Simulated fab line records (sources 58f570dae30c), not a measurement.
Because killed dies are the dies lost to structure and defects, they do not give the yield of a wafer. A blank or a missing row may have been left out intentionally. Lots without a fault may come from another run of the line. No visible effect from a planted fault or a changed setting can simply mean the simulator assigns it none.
2 desks, one fault    flow berkeley-cmos170    every desk sees just its own numbers, and what lay behind them comes last

## THE METROLOGY DESK
Lot by lot, what the gauges showed, no matter which tool ran the lot: averages of those sampled wafers that carry a number. A lot is out of limits, marked OUT, if its mean lies more than 4 standard deviations from the usual mean; the brackets give that distance.
Columns: A = GATE_POLY_THK at UCB170_GATE_THK_MEAS_05, usual 214.6 nm; B = cd-nm at UCB170_GATE_CD_MEAS_12, usual 350.0 nm; C = GATE_OVL at UCB170_GATE_OVL_MEAS_13, usual -2 nm
lot   first seen here  A      B      C
L556  day 6 11:31      211.5  350.5  -8
L558  day 7 01:50      211.9  348.9  -6
L561  day 8 01:08      214.9  348.7  -6
L568  day 9 09:25      212.9  348.1  -2
L569  day 9 14:04      214.7  350.1  -10
L574  day 10 17:53     213.9  351.1  3
This desk's verdict: no lot among the 6 shows anything out of limits.

## DESK OF THE TOOL OWNER: rie-si-01
The tool's own readings at UCB170_GATE_ETCH_15 (etches poly-Si in HBr/Cl2, stops on SiO2, time 56.3 s, target depth 278.2 nm): means of the sampled wafers that have a number, for each lot that ran on this tool. A lot is out of limits, marked OUT, if its mean lies more than 4 standard deviations from the usual mean; the brackets give that distance.
Columns: A = bias-w at UCB170_GATE_ETCH_15, usual 150.0 W; B = drypump-motor-current-A at UCB170_GATE_ETCH_15, usual 5.4 A; C = mfc-cl2-sccm at UCB170_GATE_ETCH_15, usual 49.98 sccm; D = oes-product-au at UCB170_GATE_ETCH_15, usual 0.832 a.u.; E = throttle-valve-pct at UCB170_GATE_ETCH_15, usual 26.51 %
lot   first seen here  A                        B    C      D      E
L558  day 7 03:22      149.8                    5.3  49.86  0.813  26.80
L561  day 8 02:43      150.0                    5.2  49.97  0.823  26.80
L568  day 9 11:19      200.2 (+99 or more) OUT  5.6  49.98  0.818  26.70
L569  day 9 15:20      199.8 (+99 or more) OUT  5.3  50.13  0.823  26.73
This desk's finding: out of limits on L568, L569; first on L568, day 9 11:19 (bias-w at UCB170_GATE_ETCH_15). Within limits: L558, L561.

## PUT TOGETHER
An alarm could have come from the tool owner's desk at day 9 11:19, on L568, L569.
At the metrology desk, nothing out of limits was observed.
The metrology desk has L568, L569 on record, within its limits.
On rie-si-01, each named lot ran UCB170_GATE_ETCH_15.

## WHAT HAD BEEN PUT IN BY THE SIMULATOR
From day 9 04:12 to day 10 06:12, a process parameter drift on rie-si-01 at UCB170_GATE_ETCH_15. A move of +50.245 in setting bias-w, from 150.
Struck lots among those shown: L568, L569.
Each desk's first reading out of limits, in hours after the fault started: the tool owner's desk, 7.
